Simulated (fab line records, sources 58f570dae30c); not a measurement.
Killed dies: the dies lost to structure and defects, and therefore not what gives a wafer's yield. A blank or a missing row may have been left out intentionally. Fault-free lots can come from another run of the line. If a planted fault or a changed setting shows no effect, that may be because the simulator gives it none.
Which tool is to blame? / flow berkeley-cmos170 / 45 wafers from 15 lots sampled at 5 of the route's 331 steps

== WHAT EACH GAUGE READ, for each wafer ==
No reading from a measuring or inspecting step in the record can be judged against a usual standard deviation.

== EACH LOT AND THE TOOL THAT RAN IT (in order: tool; ch and the chambers of the sampled wafers; start) ==
lot=L948; UCB170_SDANNEAL_RTA_00=rtp-anneal-01 ch 0, day 7 07:00; UCB170_CONTACT_RTA_08=rtp-anneal-01 ch 0, day 7 10:43; UCB170_M2_COAT_10=litho-track-02 ch 0, day 7 19:00; UCB170_M2_STRIP_19=plasma-asher-03 ch 0,1, day 7 21:34; UCB170_M3_STRIP_07=plasma-asher-04 ch 0,1, day 8 01:44
lot=L949; UCB170_SDANNEAL_RTA_00=rtp-anneal-02 ch 0, day 7 07:14; UCB170_CONTACT_RTA_08=rtp-anneal-02 ch 0, day 7 12:36; UCB170_M2_COAT_10=litho-track-03 ch 0, day 8 00:00; UCB170_M2_STRIP_19=plasma-asher-02 ch 0,1, day 8 01:32; UCB170_M3_STRIP_07=plasma-asher-04 ch 0,1, day 8 05:08
lot=L951; UCB170_SDANNEAL_RTA_00=rtp-anneal-01 ch 0, day 8 05:43; UCB170_CONTACT_RTA_08=rtp-anneal-01 ch 0, day 8 09:28; UCB170_M2_COAT_10=litho-track-03 ch 0, day 8 19:00; UCB170_M2_STRIP_19=plasma-asher-03 ch 0,1, day 8 22:08; UCB170_M3_STRIP_07=plasma-asher-04 ch 0,1, day 9 01:52
lot=L950; UCB170_SDANNEAL_RTA_00=rtp-anneal-02 ch 0, day 8 05:53; UCB170_CONTACT_RTA_08=rtp-anneal-02 ch 0, day 8 09:41; UCB170_M2_COAT_10=litho-track-01 ch 0, day 8 20:00; UCB170_M2_STRIP_19=plasma-asher-01 ch 0,1, day 8 22:22; UCB170_M3_STRIP_07=plasma-asher-02 ch 0,1, day 9 02:25
lot=L952; UCB170_SDANNEAL_RTA_00=rtp-anneal-01 ch 0, day 8 11:26; UCB170_CONTACT_RTA_08=rtp-anneal-01 ch 0, day 8 16:38; UCB170_M2_COAT_10=litho-track-02 ch 0, day 9 02:00; UCB170_M2_STRIP_19=plasma-asher-01 ch 0,1, day 9 04:36; UCB170_M3_STRIP_07=plasma-asher-04 ch 0,1, day 9 08:11
lot=L953; UCB170_SDANNEAL_RTA_00=rtp-anneal-02 ch 0, day 8 11:50; UCB170_CONTACT_RTA_08=rtp-anneal-02 ch 0, day 8 16:37; UCB170_M2_COAT_10=litho-track-01 ch 0, day 9 05:00; UCB170_M2_STRIP_19=plasma-asher-01 ch 0,1, day 9 06:40; UCB170_M3_STRIP_07=plasma-asher-04 ch 0,1, day 9 10:27
lot=L955; UCB170_SDANNEAL_RTA_00=rtp-anneal-01 ch 0, day 9 08:13; UCB170_CONTACT_RTA_08=rtp-anneal-01 ch 0, day 9 11:58; UCB170_M2_COAT_10=litho-track-03 ch 0, day 10 02:00; UCB170_M2_STRIP_19=plasma-asher-03 ch 0,1, day 10 03:16; UCB170_M3_STRIP_07=plasma-asher-04 ch 0,1, day 10 06:40
lot=L956; UCB170_SDANNEAL_RTA_00=rtp-anneal-02 ch 0, day 9 08:14; UCB170_CONTACT_RTA_08=rtp-anneal-02 ch 0, day 9 12:00; UCB170_M2_COAT_10=litho-track-01 ch 0, day 10 02:00; UCB170_M2_STRIP_19=plasma-asher-02 ch 0,1, day 10 03:35; UCB170_M3_STRIP_07=plasma-asher-04 ch 0,1, day 10 07:08
lot=L958; UCB170_SDANNEAL_RTA_00=rtp-anneal-02 ch 0, day 9 11:40; UCB170_CONTACT_RTA_08=rtp-anneal-02 ch 0, day 9 15:32; UCB170_M2_COAT_10=litho-track-02 ch 0, day 10 03:00; UCB170_M2_STRIP_19=plasma-asher-03 ch 0,1, day 10 04:17; UCB170_M3_STRIP_07=plasma-asher-01 ch 0,1, day 10 09:11
lot=L959; UCB170_SDANNEAL_RTA_00=rtp-anneal-01 ch 0, day 9 12:03; UCB170_CONTACT_RTA_08=rtp-anneal-01 ch 0, day 9 17:20; UCB170_M2_COAT_10=litho-track-01 ch 0, day 10 11:00; UCB170_M2_STRIP_19=plasma-asher-01 ch 0,1, day 10 13:07; UCB170_M3_STRIP_07=plasma-asher-04 ch 0,1, day 10 19:06
lot=L960; UCB170_SDANNEAL_RTA_00=rtp-anneal-01 ch 0, day 9 12:27; UCB170_CONTACT_RTA_08=rtp-anneal-02 ch 0, day 9 17:28; UCB170_M2_COAT_10=litho-track-03 ch 0, day 10 12:00; UCB170_M2_STRIP_19=plasma-asher-02 ch 0,1, day 10 13:20; UCB170_M3_STRIP_07=plasma-asher-02 ch 0,1, day 10 19:06
lot=L966; UCB170_SDANNEAL_RTA_00=rtp-anneal-01 ch 0, day 10 20:31; UCB170_CONTACT_RTA_08=rtp-anneal-01 ch 0, day 11 02:38; UCB170_M2_COAT_10=litho-track-02 ch 0, day 11 13:00; UCB170_M2_STRIP_19=plasma-asher-02 ch 0,1, day 11 15:11; UCB170_M3_STRIP_07=plasma-asher-02 ch 0,1, day 11 18:48
lot=L968; UCB170_SDANNEAL_RTA_00=rtp-anneal-01 ch 0, day 11 17:16; UCB170_CONTACT_RTA_08=rtp-anneal-01 ch 0, day 11 21:54; UCB170_M2_COAT_10=litho-track-01 ch 0, day 12 06:00; UCB170_M2_STRIP_19=plasma-asher-01 ch 0,1, day 12 08:05; UCB170_M3_STRIP_07=plasma-asher-02 ch 0,1, day 12 11:31
lot=L967; UCB170_SDANNEAL_RTA_00=rtp-anneal-01 ch 0, day 11 18:54; UCB170_CONTACT_RTA_08=rtp-anneal-02 ch 0, day 11 22:49; UCB170_M2_COAT_10=litho-track-01 ch 0, day 12 08:00; UCB170_M2_STRIP_19=plasma-asher-02 ch 0,1, day 12 09:19; UCB170_M3_STRIP_07=plasma-asher-02 ch 0,1, day 12 12:44
lot=L970; UCB170_SDANNEAL_RTA_00=rtp-anneal-01 ch 0, day 12 00:54; UCB170_CONTACT_RTA_08=rtp-anneal-01 ch 0, day 12 04:59; UCB170_M2_COAT_10=litho-track-01 ch 0, day 12 14:00; UCB170_M2_STRIP_19=plasma-asher-02 ch 0,1, day 12 16:02; UCB170_M3_STRIP_07=plasma-asher-02 ch 0,1, day 12 20:10
- UCB170_SDANNEAL_RTA_00: time 10 s.
- UCB170_CONTACT_RTA_08: time 10 s.
- UCB170_M2_COAT_10: resist thk 900 nm.
- UCB170_M2_STRIP_19: strips in O2.
- UCB170_M3_STRIP_07: strips in O2.

== WHAT THE TOOLS THEMSELVES READ (means of the sampled wafers that have a number; where no wafer has one, the mark that the record gives instead) ==
UCB170_SDANNEAL_RTA_00.
lot=L948; tool=rtp-anneal-01; lamp-power-pct (%)=24.4; wafer_temp_C_max=904.2
lot=L949; tool=rtp-anneal-02; lamp-power-pct (%)=27.3; wafer_temp_C_max=903.6
lot=L951; tool=rtp-anneal-01; lamp-power-pct (%)=24.4; wafer_temp_C_max=904.6
lot=L950; tool=rtp-anneal-02; lamp-power-pct (%)=27.3; wafer_temp_C_max=903.8
lot=L952; tool=rtp-anneal-01; lamp-power-pct (%)=24.4; wafer_temp_C_max=904.5
lot=L953; tool=rtp-anneal-02; lamp-power-pct (%)=27.3; wafer_temp_C_max=903.7
lot=L955; tool=rtp-anneal-01; lamp-power-pct (%)=24.4; wafer_temp_C_max=903.2
lot=L956; tool=rtp-anneal-02; lamp-power-pct (%)=27.2; wafer_temp_C_max=903.2
lot=L958; tool=rtp-anneal-02; lamp-power-pct (%)=27.2; wafer_temp_C_max=904.7
lot=L959; tool=rtp-anneal-01; lamp-power-pct (%)=24.4; wafer_temp_C_max=903.3
lot=L960; tool=rtp-anneal-01; lamp-power-pct (%)=24.4; wafer_temp_C_max=904.6
lot=L966; tool=rtp-anneal-01; lamp-power-pct (%)=24.4; wafer_temp_C_max=904.5
lot=L968; tool=rtp-anneal-01; lamp-power-pct (%)=24.4; wafer_temp_C_max=904.2
lot=L967; tool=rtp-anneal-01; lamp-power-pct (%)=24.4; wafer_temp_C_max=906.2
lot=L970; tool=rtp-anneal-01; lamp-power-pct (%)=24.4; wafer_temp_C_max=903.8

UCB170_CONTACT_RTA_08.
lot=L948; tool=rtp-anneal-01; lamp-power-pct (%)=24.4; wafer_temp_C_max=903.9
lot=L949; tool=rtp-anneal-02; lamp-power-pct (%)=27.3; wafer_temp_C_max=905.6
lot=L951; tool=rtp-anneal-01; lamp-power-pct (%)=24.4; wafer_temp_C_max=903.6
lot=L950; tool=rtp-anneal-02; lamp-power-pct (%)=27.3; wafer_temp_C_max=904.0
lot=L952; tool=rtp-anneal-01; lamp-power-pct (%)=24.4; wafer_temp_C_max=903.7
lot=L953; tool=rtp-anneal-02; lamp-power-pct (%)=27.2; wafer_temp_C_max=903.9
lot=L955; tool=rtp-anneal-01; lamp-power-pct (%)=24.4; wafer_temp_C_max=905.1
lot=L956; tool=rtp-anneal-02; lamp-power-pct (%)=27.3; wafer_temp_C_max=903.8
lot=L958; tool=rtp-anneal-02; lamp-power-pct (%)=27.2; wafer_temp_C_max=904.2
lot=L959; tool=rtp-anneal-01; lamp-power-pct (%)=24.4; wafer_temp_C_max=904.0
lot=L960; tool=rtp-anneal-02; lamp-power-pct (%)=27.2; wafer_temp_C_max=903.2
lot=L966; tool=rtp-anneal-01; lamp-power-pct (%)=24.4; wafer_temp_C_max=905.0
lot=L968; tool=rtp-anneal-01; lamp-power-pct (%)=24.4; wafer_temp_C_max=903.9
lot=L967; tool=rtp-anneal-02; lamp-power-pct (%)=27.3; wafer_temp_C_max=903.9
lot=L970; tool=rtp-anneal-01; lamp-power-pct (%)=24.4; wafer_temp_C_max=904.3

UCB170_M2_COAT_10.
lot=L948; tool=litho-track-02; spin-speed-rpm (rpm)=1499.5
lot=L949; tool=litho-track-03; spin-speed-rpm (rpm)=1500.0
lot=L951; tool=litho-track-03; spin-speed-rpm (rpm)=1499.1
lot=L950; tool=litho-track-01; spin-speed-rpm (rpm)=1500.9
lot=L952; tool=litho-track-02; spin-speed-rpm (rpm)=1500.0
lot=L953; tool=litho-track-01; spin-speed-rpm (rpm)=1500.9
lot=L955; tool=litho-track-03; spin-speed-rpm (rpm)=1499.9
lot=L956; tool=litho-track-01; spin-speed-rpm (rpm)=1500.3
lot=L958; tool=litho-track-02; spin-speed-rpm (rpm)=1500.8
lot=L959; tool=litho-track-01; spin-speed-rpm (rpm)=1498.9
lot=L960; tool=litho-track-03; spin-speed-rpm (rpm)=1498.1
lot=L966; tool=litho-track-02; spin-speed-rpm (rpm)=1500.2
lot=L968; tool=litho-track-01; spin-speed-rpm (rpm)=1635.3
lot=L967; tool=litho-track-01; spin-speed-rpm (rpm)=1634.5
lot=L970; tool=litho-track-01; spin-speed-rpm (rpm)=1636.0

UCB170_M2_STRIP_19.
lot=L948; tool=plasma-asher-03; drypump-motor-current-A (A)=5.3; oes-product-au (a.u.)=0.547
lot=L949; tool=plasma-asher-02; drypump-motor-current-A (A)=6.1; oes-product-au (a.u.)=0.549
lot=L951; tool=plasma-asher-03; drypump-motor-current-A (A)=5.6; oes-product-au (a.u.)=0.540
lot=L950; tool=plasma-asher-01; drypump-motor-current-A (A)=5.5; oes-product-au (a.u.)=0.557
lot=L952; tool=plasma-asher-01; drypump-motor-current-A (A)=6.0; oes-product-au (a.u.)=0.554
lot=L953; tool=plasma-asher-01; drypump-motor-current-A (A)=5.6; oes-product-au (a.u.)=0.551
lot=L955; tool=plasma-asher-03; drypump-motor-current-A (A)=5.6; oes-product-au (a.u.)=0.533
lot=L956; tool=plasma-asher-02; drypump-motor-current-A (A)=6.0; oes-product-au (a.u.)=0.544
lot=L958; tool=plasma-asher-03; drypump-motor-current-A (A)=5.7; oes-product-au (a.u.)=0.548
lot=L959; tool=plasma-asher-01; drypump-motor-current-A (A)=5.6; oes-product-au (a.u.)=0.555
lot=L960; tool=plasma-asher-02; drypump-motor-current-A (A)=6.0; oes-product-au (a.u.)=0.546
lot=L966; tool=plasma-asher-02; drypump-motor-current-A (A)=6.0; oes-product-au (a.u.)=0.560
lot=L968; tool=plasma-asher-01; drypump-motor-current-A (A)=6.0; oes-product-au (a.u.)=0.503
lot=L967; tool=plasma-asher-02; drypump-motor-current-A (A)=6.1; oes-product-au (a.u.)=0.505
lot=L970; tool=plasma-asher-02; drypump-motor-current-A (A)=6.0; oes-product-au (a.u.)=0.510

UCB170_M3_STRIP_07.
lot=L948; tool=plasma-asher-04; drypump-motor-current-A (A)=6.1; oes-product-au (a.u.)=0.735; strip-time-to-endpoint-s (s)=22.06
lot=L949; tool=plasma-asher-04; drypump-motor-current-A (A)=5.6; oes-product-au (a.u.)=0.737; strip-time-to-endpoint-s (s)=21.94
lot=L951; tool=plasma-asher-04; drypump-motor-current-A (A)=5.6; oes-product-au (a.u.)=0.733; strip-time-to-endpoint-s (s)=21.94
lot=L950; tool=plasma-asher-02; drypump-motor-current-A (A)=6.1; oes-product-au (a.u.)=0.736; strip-time-to-endpoint-s (s)=21.98
lot=L952; tool=plasma-asher-04; drypump-motor-current-A (A)=5.6; oes-product-au (a.u.)=0.735; strip-time-to-endpoint-s (s)=21.99
lot=L953; tool=plasma-asher-04; drypump-motor-current-A (A)=5.6; oes-product-au (a.u.)=0.739; strip-time-to-endpoint-s (s)=22.04
lot=L955; tool=plasma-asher-04; drypump-motor-current-A (A)=5.6; oes-product-au (a.u.)=0.737; strip-time-to-endpoint-s (s)=22.06
lot=L956; tool=plasma-asher-04; drypump-motor-current-A (A)=5.6; oes-product-au (a.u.)=0.735; strip-time-to-endpoint-s (s)=22.02
lot=L958; tool=plasma-asher-01; drypump-motor-current-A (A)=6.0; oes-product-au (a.u.)=0.735; strip-time-to-endpoint-s (s)=22.02
lot=L959; tool=plasma-asher-04; drypump-motor-current-A (A)=5.6; oes-product-au (a.u.)=0.735; strip-time-to-endpoint-s (s)=21.98
lot=L960; tool=plasma-asher-02; drypump-motor-current-A (A)=6.0; oes-product-au (a.u.)=0.731; strip-time-to-endpoint-s (s)=22.06
lot=L966; tool=plasma-asher-02; drypump-motor-current-A (A)=6.1; oes-product-au (a.u.)=0.733; strip-time-to-endpoint-s (s)=22.00
lot=L968; tool=plasma-asher-02; drypump-motor-current-A (A)=6.1; oes-product-au (a.u.)=0.736; strip-time-to-endpoint-s (s)=21.95
lot=L967; tool=plasma-asher-02; drypump-motor-current-A (A)=6.0; oes-product-au (a.u.)=0.736; strip-time-to-endpoint-s (s)=22.12
lot=L970; tool=plasma-asher-02; drypump-motor-current-A (A)=6.0; oes-product-au (a.u.)=0.736; strip-time-to-endpoint-s (s)=22.05

== THE ANSWER, worked out from the rows above alone ==
Rule: the usual values come from the lots themselves. Put in order of their means at a reading, lots are off if they are a third of the lots or fewer, leave a main group of 4 or more, and stand apart from it by a gap of 3 or more times the standard deviation of the main group's means; of several such gaps the widest counts. If all means in a main group match to the digits the tables above print for the reading, that group is not used. A lot without any number at a reading at which 4 lots or more have one is off too. All remaining lots with rows at the step are treated as sound. First the gauges in route order, then the tools' own readings, where a lot's mean is used as printed above. The first step at which some lot is off is used, and at that step the reading that is off furthest; a lot without a number counts as furthest.
Off: L968, L967, L970 (UCB170_M2_COAT_10, spin-speed-rpm). Mean 1499.9 rpm and standard deviation 0.82 in the main group.
A tool fits if, at that step or a process step before it, it ran every lot that is off, and no sound lot after the first of them. Undecided on this evidence; 2 tools fit (rtp-anneal-01 at UCB170_SDANNEAL_RTA_00, litho-track-01 at UCB170_M2_COAT_10).

== WHAT HAD BEEN PUT IN BY THE SIMULATOR ==
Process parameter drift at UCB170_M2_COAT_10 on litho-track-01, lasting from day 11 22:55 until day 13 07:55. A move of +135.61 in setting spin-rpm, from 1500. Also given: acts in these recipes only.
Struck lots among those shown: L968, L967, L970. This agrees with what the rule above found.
